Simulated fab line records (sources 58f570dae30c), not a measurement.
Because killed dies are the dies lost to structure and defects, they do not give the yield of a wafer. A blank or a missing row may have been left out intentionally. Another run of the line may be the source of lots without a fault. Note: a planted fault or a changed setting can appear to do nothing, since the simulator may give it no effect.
Which of the tools did it? + flow berkeley cmos170 + 48 wafers from 16 lots sampled at 6 of the route's 331 steps

== WHAT THE GAUGES READ, wafer by wafer ==
UCB170_PWELL_THK_MEAS_06.
| lot  | measured    | on            | PWELL_NITRIDE_THK (nm) |
|------|-------------|---------------|------------------------|
| L604 | day 3 04:22 | film metro-01 | 223.1 222.6 222.0      |
| L605 | day 3 04:20 | film metro-03 | 220.2 219.3 219.9      |
| L606 | day 3 06:49 | film metro-01 | 218.7 218.0 220.4      |
| L607 | day 3 06:49 | film metro-04 | 222.1 222.7 222.4      |
| L608 | day 3 17:43 | film metro-01 | 219.9 219.5 220.3      |
| L609 | day 4 01:15 | film metro-04 | 216.9 218.1 219.0      |
| L610 | day 4 01:15 | film metro-03 | 219.7 221.0 220.2      |
| L611 | day 4 07:37 | film metro-01 | 214.6 215.7 217.9      |
| L612 | day 4 07:37 | film metro-03 | 214.5 217.3 216.2      |
| L620 | day 6 08:32 | film metro-04 | 196.5 197.2 196.9      |
| L621 | day 6 08:34 | film metro-01 | 195.7 194.8 196.4      |
| L622 | day 6 08:33 | film metro-03 | 191.6 191.8 193.1      |
| L623 | day 6 22:14 | film metro-03 | 195.8 195.5 196.5      |
| L625 | day 7 08:29 | film metro-03 | 217.9 219.0 221.0      |
| L626 | day 7 14:05 | film metro-04 | 218.5 221.2 220.3      |
| L627 | day 7 14:06 | film metro-01 | 221.0 219.6 221.0      |

UCB170_ACTIVE_CD_MEAS_13: target cd 1200 nm.
| lot  | measured    | on        | cd nm (nm)           |
|------|-------------|-----------|----------------------|
| L604 | day 4 10:40 | cd sem-02 | 1200.5 1200.2 1199.0 |
| L605 | day 4 10:59 | cd sem-02 | 1199.6 1199.6 1198.4 |
| L606 | day 4 13:39 | cd sem-01 | 1201.4 1201.4 1199.4 |
| L607 | day 4 13:23 | cd sem-01 | 1201.3 1203.1 1202.4 |
| L608 | day 4 17:41 | cd sem-02 | 1200.5 1200.7 1199.1 |
| L609 | day 5 04:29 | cd sem-01 | 1199.6 1200.6 1199.1 |
| L610 | day 5 04:13 | cd sem-01 | 1201.5 1202.3 1200.9 |
| L611 | day 5 11:28 | cd sem-01 | 1198.0 1200.8 1200.4 |
| L612 | day 5 11:05 | cd sem-01 | 1200.6 1200.8 1199.1 |
| L620 | day 7 19:45 | cd sem-02 | 1199.2 1200.1 1201.6 |
| L621 | day 7 19:31 | cd sem-01 | 1200.8 1201.9 1201.1 |
| L622 | day 7 15:05 | cd sem-02 | 1199.8 1200.0 1199.6 |
| L623 | day 8 09:11 | cd sem-01 | 1200.3 1201.9 1202.8 |
| L625 | day 8 19:47 | cd sem-01 | 1198.6 1199.7 1198.4 |
| L626 | day 8 22:38 | cd sem-02 | 1199.0 1201.2 1199.8 |
| L627 | day 8 22:47 | cd sem-01 | 1199.6 1200.8 1199.0 |

UCB170_M3_OVL_MEAS_16.
| lot  | measured     | on         | M3_OVL (nm) |
|------|--------------|------------|-------------|
| L604 | day 7 18:05  | overlay-02 | 4 6 2       |
| L605 | day 7 17:21  | overlay-02 | 8 3 6       |
| L606 | day 7 18:55  | overlay-02 | -3 -7 -7    |
| L607 | day 7 17:30  | overlay-01 | 5 -2 1      |
| L608 | day 8 00:26  | overlay-02 | -5 -5 7     |
| L609 | day 8 06:20  | overlay-02 | -1 2 -2     |
| L610 | day 8 06:37  | overlay-01 | 9 5 0       |
| L611 | day 9 02:26  | overlay-02 | 5 7 4       |
| L612 | day 8 22:37  | overlay-02 | 0 1 4       |
| L620 | day 11 06:38 | overlay-02 | 5 8 1       |
| L621 | day 11 05:51 | overlay-01 | -1 -4 -4    |
| L622 | day 11 06:07 | overlay-02 | 1 -6 -1     |
| L623 | day 11 15:21 | overlay-02 | -15 -5 -7   |
| L625 | day 11 22:17 | overlay-01 | 7 3 -3      |
| L626 | day 12 08:56 | overlay-02 | -7 -9 1     |
| L627 | day 12 07:58 | overlay-01 | 12 13 11    |

== WHICH TOOL RAN EACH LOT (tool, then ch and the chambers of the sampled wafers, then the start) ==
| lot  | UCB170_PWELL_CVD_05        | UCB170_PWELL_ETCH_14              | UCB170_M2_STRIP_07                   |
|------|----------------------------|-----------------------------------|--------------------------------------|
| L604 | lpcvd-02 ch 1, day 3 02:25 | rie diel-01 ch 1,2,3, day 3 05:40 | plasma asher-02 ch 0,1, day 7 10:23  |
| L605 | lpcvd-02 ch 1, day 3 02:25 | rie diel-04 ch 1,3, day 3 05:57   | plasma asher-02 ch 0,1, day 7 09:56  |
| L606 | lpcvd-01 ch 0, day 3 04:54 | rie diel-01 ch 2,3, day 3 08:32   | plasma asher-01 ch 1, day 7 10:29    |
| L607 | lpcvd-01 ch 1, day 3 04:54 | rie diel-02 ch 0,1,3, day 3 08:16 | plasma asher-03 ch 0,1, day 7 10:12  |
| L608 | lpcvd-02 ch 1, day 3 15:47 | rie diel-04 ch 1,2, day 3 19:24   | plasma asher-01 ch 0,1, day 7 16:56  |
| L609 | lpcvd-02 ch 1, day 3 23:20 | rie diel-01 ch 0,1,2, day 4 02:32 | plasma asher-03 ch 0,1, day 7 23:29  |
| L610 | lpcvd-02 ch 1, day 3 23:20 | rie diel-02 ch 0,2, day 4 03:01   | plasma asher-03 ch 0,1, day 7 23:45  |
| L611 | lpcvd-02 ch 0, day 4 05:40 | rie diel-01 ch 1,3, day 4 08:41   | plasma asher-02 ch 0,1, day 8 15:26  |
| L612 | lpcvd-02 ch 1, day 4 05:40 | rie diel-02 ch 1,3, day 4 08:32   | plasma asher-03 ch 0,1, day 8 15:06  |
| L620 | lpcvd-02 ch 0, day 6 06:38 | rie diel-02 ch 1,2,3, day 6 11:06 | plasma asher-03 ch 0,1, day 10 21:05 |
| L621 | lpcvd-02 ch 0, day 6 06:38 | rie diel-01 ch 0,1, day 6 10:51   | plasma asher-02 ch 0,1, day 10 20:54 |
| L622 | lpcvd-02 ch 0, day 6 06:38 | rie diel-04 ch 0,3, day 6 10:31   | plasma asher-03 ch 0,1, day 10 22:09 |
| L623 | lpcvd-02 ch 0, day 6 20:18 | rie diel-01 ch 1,3, day 6 23:33   | plasma asher-03 ch 0,1, day 11 09:21 |
| L625 | lpcvd-01 ch 0, day 7 06:35 | rie diel-04 ch 0,2,3, day 7 09:40 | plasma asher-03 ch 0,1, day 11 15:46 |
| L626 | lpcvd-01 ch 0, day 7 12:11 | rie diel-04 ch 0,1,3, day 7 16:02 | plasma asher-03 ch 1, day 12 02:13   |
| L627 | lpcvd-01 ch 1, day 7 12:11 | rie diel-01 ch 0,2, day 7 15:45   | plasma asher-02 ch 0, day 12 01:57   |
- UCB170_PWELL_CVD_05: deposits Si3N4 from SiH2Cl2/NH3, target thk 220 nm, time 3300 s.
- UCB170_PWELL_ETCH_14: etches Si3N4 in CH3F/Ar/O2, stops on SiO2, target depth 242 nm, time 151 s.
- UCB170_M2_STRIP_07: strips in O2.

== WHAT THE TOOLS THEMSELVES READ (means of the sampled wafers that have a number; where no wafer has one, the mark that the record gives instead) ==
UCB170_PWELL_CVD_05.
| lot  | tool     | spike tc load C (C) |
|------|----------|---------------------|
| L604 | lpcvd-02 | 830                 |
| L605 | lpcvd-02 | 829                 |
| L606 | lpcvd-01 | 826                 |
| L607 | lpcvd-01 | 821                 |
| L608 | lpcvd-02 | 830                 |
| L609 | lpcvd-02 | 829                 |
| L610 | lpcvd-02 | 829                 |
| L611 | lpcvd-02 | 824                 |
| L612 | lpcvd-02 | 829                 |
| L620 | lpcvd-02 | 826                 |
| L621 | lpcvd-02 | 824                 |
| L622 | lpcvd-02 | 826                 |
| L623 | lpcvd-02 | 825                 |
| L625 | lpcvd-01 | 825                 |
| L626 | lpcvd-01 | 826                 |
| L627 | lpcvd-01 | 819                 |

UCB170_PWELL_ETCH_14.
| lot  | tool        | drypump motor current A (A) | oes product au (a.u.) | throttle valve pct (%) |
|------|-------------|-----------------------------|-----------------------|------------------------|
| L604 | rie diel-01 | 5.7                         | 0.944                 | 8.09                   |
| L605 | rie diel-04 | 5.5                         | 0.937                 | 8.05                   |
| L606 | rie diel-01 | 5.4                         | 0.948                 | 8.10                   |
| L607 | rie diel-02 | 5.7                         | 0.936                 | 8.03                   |
| L608 | rie diel-04 | 5.9                         | 0.950                 | 8.01                   |
| L609 | rie diel-01 | 6.0                         | 0.921                 | 8.10                   |
| L610 | rie diel-02 | 6.0                         | 0.961                 | 8.02                   |
| L611 | rie diel-01 | 5.6                         | 0.931                 | 8.05                   |
| L612 | rie diel-02 | 6.0                         | 0.928                 | 8.04                   |
| L620 | rie diel-02 | 5.9                         | 0.891                 | 8.05                   |
| L621 | rie diel-01 | 5.8                         | 0.864                 | 8.05                   |
| L622 | rie diel-04 | 5.6                         | 0.872                 | 8.16                   |
| L623 | rie diel-01 | 5.2                         | 0.893                 | 8.05                   |
| L625 | rie diel-04 | 5.8                         | 0.949                 | 8.16                   |
| L626 | rie diel-04 | 5.8                         | 0.940                 | 8.11                   |
| L627 | rie diel-01 | 6.1                         | 0.920                 | 8.14                   |

UCB170_M2_STRIP_07.
| lot  | tool            | drypump motor current A (A) | oes product au (a.u.) | strip time to endpoint s (s) |
|------|-----------------|-----------------------------|-----------------------|------------------------------|
| L604 | plasma asher-02 | 5.5                         | 0.737                 | 21.96                        |
| L605 | plasma asher-02 | 5.4                         | 0.732                 | 21.99                        |
| L606 | plasma asher-01 | 5.9                         | 0.733                 | 21.95                        |
| L607 | plasma asher-03 | 5.2                         | 0.731                 | 22.01                        |
| L608 | plasma asher-01 | 5.2                         | 0.735                 | 22.07                        |
| L609 | plasma asher-03 | 5.6                         | 0.730                 | 22.13                        |
| L610 | plasma asher-03 | 5.5                         | 0.733                 | 21.98                        |
| L611 | plasma asher-02 | 5.4                         | 0.737                 | 22.00                        |
| L612 | plasma asher-03 | 5.3                         | 0.735                 | 22.02                        |
| L620 | plasma asher-03 | 5.5                         | 0.736                 | 21.98                        |
| L621 | plasma asher-02 | 5.4                         | 0.732                 | 22.09                        |
| L622 | plasma asher-03 | 5.5                         | 0.737                 | 22.05                        |
| L623 | plasma asher-03 | 5.3                         | 0.737                 | 22.04                        |
| L625 | plasma asher-03 | 5.2                         | 0.730                 | 22.03                        |
| L626 | plasma asher-03 | 5.8                         | 0.737                 | 21.99                        |
| L627 | plasma asher-02 | 5.5                         | 0.732                 | 22.09                        |

== THE ANSWER, worked out from the rows above alone ==
Rule: usual is defined by the lots themselves. The widest of any qualifying gaps counts: lots, ordered by their means at a reading, are off when they make up no more than a third of the lots, leave a main group of 4 or more, and stand apart from it by 3 or more times the standard deviation of that group's means. The tables above print the reading to a certain number of digits; a main group whose means all agree to those digits is not used. A lot without any number at a reading at which 4 lots or more have one is off too. All remaining lots with rows at the step are treated as sound. First the gauges in route order, then the tools' own readings, where a lot's mean is used as printed above. The first step at which some lot is off is used, and at that step the reading that is off furthest; a lot without a number counts as furthest.
Off: at UCB170_PWELL_THK_MEAS_06 (PWELL_NITRIDE_THK), L620, L621, L622, L623. Main group: mean 219.5 nm, sd 2.
A tool fits if, at a process step before that reading, it ran every lot that is off, and no sound lot after the first of them. The gauges at UCB170_PWELL_THK_MEAS_06 are tried like those tools. One fits: UCB170_PWELL_CVD_05 on lpcvd-02. A fault onset in the window from L611 (day 4 05:40, its last sound lot) to L620 (day 6 06:38, its first lot off) fits.

== WHAT HAD BEEN PUT IN BY THE SIMULATOR ==
Site profile drift: lpcvd-02, from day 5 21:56 on, at UCB170_PWELL_CVD_05. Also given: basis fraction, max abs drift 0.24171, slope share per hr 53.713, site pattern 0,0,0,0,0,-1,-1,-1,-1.
Lots struck among those shown: L620, L622, L621, L623. The rule above found the same.
